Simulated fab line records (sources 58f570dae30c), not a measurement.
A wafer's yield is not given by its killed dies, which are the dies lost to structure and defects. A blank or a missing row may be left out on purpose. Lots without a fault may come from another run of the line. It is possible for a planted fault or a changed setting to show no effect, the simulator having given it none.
Commonality check across tools ; flow berkeley-cmos170 ; 14 lots, 48 wafers sampled

== REASON IT WAS OPENED ==
Flagged at UCB170_M1_CD_MEAS_09: reading cd-nm, on 2 of 14 lots. No-fault wafers: 700.2 nm, standard deviation 1.7.
Rule: a lot is flagged when every wafer of it that has a number lies more than 4 standard deviations from that mean, or none has a number. As for the other lots, they are considered sound.

lot;measured;on;cd-nm (nm), wafer by wafer;flag
L985;day 8 07:47;cd-sem-02;698.4 698.0 698.7;
L988;day 8 20:52;cd-sem-02;701.2 700.5 700.1;
L989;day 8 21:56;cd-sem-01;701.6 701.9 701.1;
L987;day 9 00:20;cd-sem-01;702.4 700.6 698.9;
L991;day 9 07:16;cd-sem-01;699.8 698.3 699.4;
L992;day 9 08:28;cd-sem-02;700.0 699.8 699.5;
L990;day 9 10:23;cd-sem-02;699.5 698.1 700.0;
L993;day 10 00:05;cd-sem-02;700.3 702.5 700.1;
L995;day 10 18:41;cd-sem-02;699.9 700.0 700.2;
L994;day 10 18:55;cd-sem-02;700.8 700.2 700.0;
L100;day 11 17:51;cd-sem-01;678.8 677.7 677.5 678.4 677.9 677.5;FLAGGED
L105;day 12 15:41;cd-sem-02;700.9 701.3 701.3;
L107;day 12 16:56;cd-sem-01;700.7 701.0 701.6;
L104;day 12 20:03;cd-sem-01;685.3 685.1 686.6 685.5 685.1 686.6;FLAGGED
The mean of the flagged lots' numbers is 681.8 nm, -18.4 nm from the usual (-11 standard deviations).

== EACH LOT AND THE TOOL IT RAN ON ==
2 process steps preceding the reading are held in the record, out of 331 steps in the route. In each cell: the tool, then ch and the chambers that the sampled wafers went through, then the start.
lot;flag;UCB170_CONTACT_ETCH_18;UCB170_M1_COAT_04
L985;;rie-diel-04 ch 1,2,3, day 8 06:00 or earlier;litho-track-01 ch 0, day 8 06:00
L988;;rie-diel-04 ch 0,1,2, day 8 19:00 or earlier;litho-track-01 ch 0, day 8 19:00
L989;;rie-diel-02 ch 0,2,3, day 8 20:00 or earlier;litho-track-04 ch 0, day 8 20:00
L987;;rie-diel-02 ch 0,1,2, day 8 23:00 or earlier;litho-track-03 ch 0, day 8 23:00
L991;;rie-diel-02 ch 0,1,3, day 9 06:00 or earlier;litho-track-01 ch 0, day 9 06:00
L992;;rie-diel-04 ch 0,1,2, day 9 07:00 or earlier;litho-track-04 ch 0, day 9 07:00
L990;;rie-diel-03 ch 1,2,3, day 9 08:00 or earlier;litho-track-03 ch 0, day 9 08:00
L993;;rie-diel-04 ch 0,2,3, day 9 23:00 or earlier;litho-track-04 ch 0, day 9 23:00
L995;;rie-diel-03 ch 0,1,2, day 10 17:00 or earlier;litho-track-01 ch 0, day 10 17:00
L994;;rie-diel-02 ch 1,2,3, day 10 18:00 or earlier;litho-track-03 ch 0, day 10 18:00
L100;FLAGGED;rie-diel-03 ch 2,3, day 11 16:00 or earlier;litho-track-03 ch 0, day 11 16:00
L105;;rie-diel-03 ch 0,3, day 12 14:00 or earlier;litho-track-01 ch 0, day 12 14:00
L107;;rie-diel-03 ch 0,3, day 12 15:00 or earlier;litho-track-04 ch 0, day 12 15:00
L104;FLAGGED;rie-diel-02 ch 0,2, day 12 19:00 or earlier;litho-track-03 ch 0, day 12 19:00
What the steps here do:
- UCB170_CONTACT_ETCH_18: etches PSG in CHF3/CF4/Ar, stops on TiSi2, target depth 840 nm, time 195 s.
- UCB170_M1_COAT_04: resist thk 900 nm.
- UCB170_M1_CD_MEAS_09: target cd 700 nm.

== FLAGGED AGAINST TOTAL, ONE TOOL AT A TIME (gauges that did the reading follow at the end) ==
step;tool;lots run;flagged;share of the flagged lots;sound lots run after its first flagged lot
UCB170_CONTACT_ETCH_18;rie-diel-02;5;1;some;0
UCB170_CONTACT_ETCH_18;rie-diel-03;5;1;some;2 (L105,L107)
UCB170_CONTACT_ETCH_18;rie-diel-04;4;0;none;-
UCB170_M1_COAT_04;litho-track-01;5;0;none;-
UCB170_M1_COAT_04;litho-track-03;5;2;all;0
UCB170_M1_COAT_04;litho-track-04;4;0;none;-
UCB170_M1_CD_MEAS_09;cd-sem-01;6;2;all;1 (L107)
UCB170_M1_CD_MEAS_09;cd-sem-02;8;0;none;-
UCB170_CONTACT_ETCH_18 gives no start for some lots, so the hours and the order of its lots are those of UCB170_M1_COAT_04.

== WHAT THE TABLE ALLOWS ==
Every flagged lot went through 2 rows of the table: litho-track-03 at UCB170_M1_COAT_04 and cd-sem-01 at UCB170_M1_CD_MEAS_09.
- litho-track-03 at UCB170_M1_COAT_04: 2 of its 5 lots flagged. Last sound lot L994 at day 10 18:00, first flagged lot L100 at day 11 16:00; a fault beginning in between fits.
- cd-sem-01 at UCB170_M1_CD_MEAS_09: 2 of its 6 lots flagged. Sound lots followed the first flagged one (L107) on it, something a lasting fault affecting the whole tool could not allow.
What remains is a single tool, litho-track-03 at UCB170_M1_COAT_04.

== WHAT HAD BEEN PUT IN BY THE SIMULATOR ==
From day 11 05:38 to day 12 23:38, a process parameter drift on litho-track-03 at UCB170_M1_COAT_04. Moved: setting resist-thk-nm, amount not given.
Shown lots that were struck: L100, L104. The rule above reached the same finding.
